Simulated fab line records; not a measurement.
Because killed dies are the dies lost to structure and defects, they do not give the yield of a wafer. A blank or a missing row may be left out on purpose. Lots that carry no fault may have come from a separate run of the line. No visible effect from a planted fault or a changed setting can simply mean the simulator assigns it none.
Split-lot experiment + flow berkeleyCmos170 + on a route of 331 steps: 5 lots, 23 wafers read

## SPLIT DETAILS
At UCB170_PVT_COAT_01 (resist thk 900 nm), the setting resistThkNm was moved away from the recipe's 900 nm on 8 of the 23 wafers read, by +3.7% to +5.2%. All remaining wafers had this setting at the recipe value.

The reading is taken at the split's own step.

## THE READING
KrF_of_PVT_COAT_01.thkNm (the simulator's own value, which no gauge read), in nm, at UCB170_PVT_COAT_01 (resist thk 900 nm). No usual value for it is given in the file. Here, 15 wafers ran the recipe; their average is 902.5 nm with a standard deviation of 1.4 nm.

| wafer  | tool, chamber at the split | resistThkNm as run, nm | against the recipe | KrF_of_PVT_COAT_01.thkNm, nm | against lot-mates on the recipe |
|--------|----------------------------|------------------------|--------------------|------------------------------|---------------------------------|
| L078.1 | lithoTrack-03, 0           | 900                    | recipe             | 903.6                        | -                               |
| L078.3 | lithoTrack-03, 0           | 936.3                  | +4.0%              | 941.6                        | +38.1                           |
| L078.4 | lithoTrack-03, 0           | 936.3                  | +4.0%              | 937.3                        | +33.8                           |
| L078.5 | lithoTrack-03, 0           | 900                    | recipe             | 903.4                        | -                               |
| L078.6 | lithoTrack-03, 0           | 936.3                  | +4.0%              | 940.5                        | +37.0                           |
| L075.1 | lithoTrack-03, 0           | 900                    | recipe             | 901.9                        | -                               |
| L075.3 | lithoTrack-03, 0           | 900                    | recipe             | 901.2                        | -                               |
| L075.6 | lithoTrack-03, 0           | 900                    | recipe             | 901.3                        | -                               |
| L080.1 | lithoTrack-02, 0           | 900                    | recipe             | 904.5                        | -                               |
| L080.2 | lithoTrack-02, 0           | 900                    | recipe             | 903.2                        | -                               |
| L080.3 | lithoTrack-02, 0           | 900                    | recipe             | 904.3                        | -                               |
| L080.4 | lithoTrack-02, 0           | 900                    | recipe             | 902.9                        | -                               |
| L080.6 | lithoTrack-02, 0           | 900                    | recipe             | 902.7                        | -                               |
| L081.1 | lithoTrack-03, 0           | 946.5                  | +5.2%              | 948.7                        | +45.7                           |
| L081.3 | lithoTrack-03, 0           | 900                    | recipe             | 902.9                        | -                               |
| L081.4 | lithoTrack-03, 0           | 946.5                  | +5.2%              | 944.9                        | +41.9                           |
| L081.5 | lithoTrack-03, 0           | 946.5                  | +5.2%              | 949.6                        | +46.6                           |
| L081.6 | lithoTrack-03, 0           | 900                    | recipe             | 903.1                        | -                               |
| L084.1 | lithoTrack-03, 0           | 900                    | recipe             | 902.7                        | -                               |
| L084.2 | lithoTrack-03, 0           | 933.4                  | +3.7%              | 935.9                        | +35.0                           |
| L084.3 | lithoTrack-03, 0           | 900                    | recipe             | 899                          | -                               |
| L084.4 | lithoTrack-03, 0           | 933.4                  | +3.7%              | 933.5                        | +32.6                           |
| L084.6 | lithoTrack-03, 0           | 900                    | recipe             | 901.1                        | -                               |

THE FIT
A straight line over all 23 wafers: KrF_of_PVT_COAT_01.thkNm changes by +8.88 nm for each +1% of resistThkNm; r = +1.00; the points scatter about the line by 1.7 nm.
The same after taking each lot's own level away (the mean of its wafers on the recipe; 23 wafers): +8.83 nm for each +1%; r = +1.00; scatter 1.4 nm.
The reading moves by 46 nm for the largest change in resistThkNm, on that fit.
Across the lots, their own levels run from 900.93 to 903.52 nm, a range of 1.9 times the standard deviation given above.
Hence the lot-to-lot level has little effect on the slope; both slopes agree.
Check: +45.7 nm against its lot-mates is what the line predicts for one of the wafers moved furthest among these (+5.2%) when that wafer is left out of the fit. Against them it came out at +45.7 nm.

## THE WHOLE CHAIN: every reading that the file lists as answering this split, in the file's order
| step                | what it does      | reading                                                                   | change (the file's fit)              | r (the file's) |
|---------------------|-------------------|---------------------------------------------------------------------------|--------------------------------------|----------------|
| UCB170_PVT_COAT_01  | resist thk 900 nm | KrF_of_PVT_COAT_01.thkNm (the simulator's own value, which no gauge read) | +8.86 nm for each +1% of the setting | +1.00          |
| UCB170_PVT_STRIP_08 | strips in O2      | stripTimeToEndpointS                                                      | withheld for each +1% of the setting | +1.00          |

## THE FILE'S OWN FIT
KrF_of_PVT_COAT_01.thkNm changes by +8.86 nm for each +1% of resistThkNm, r = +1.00.
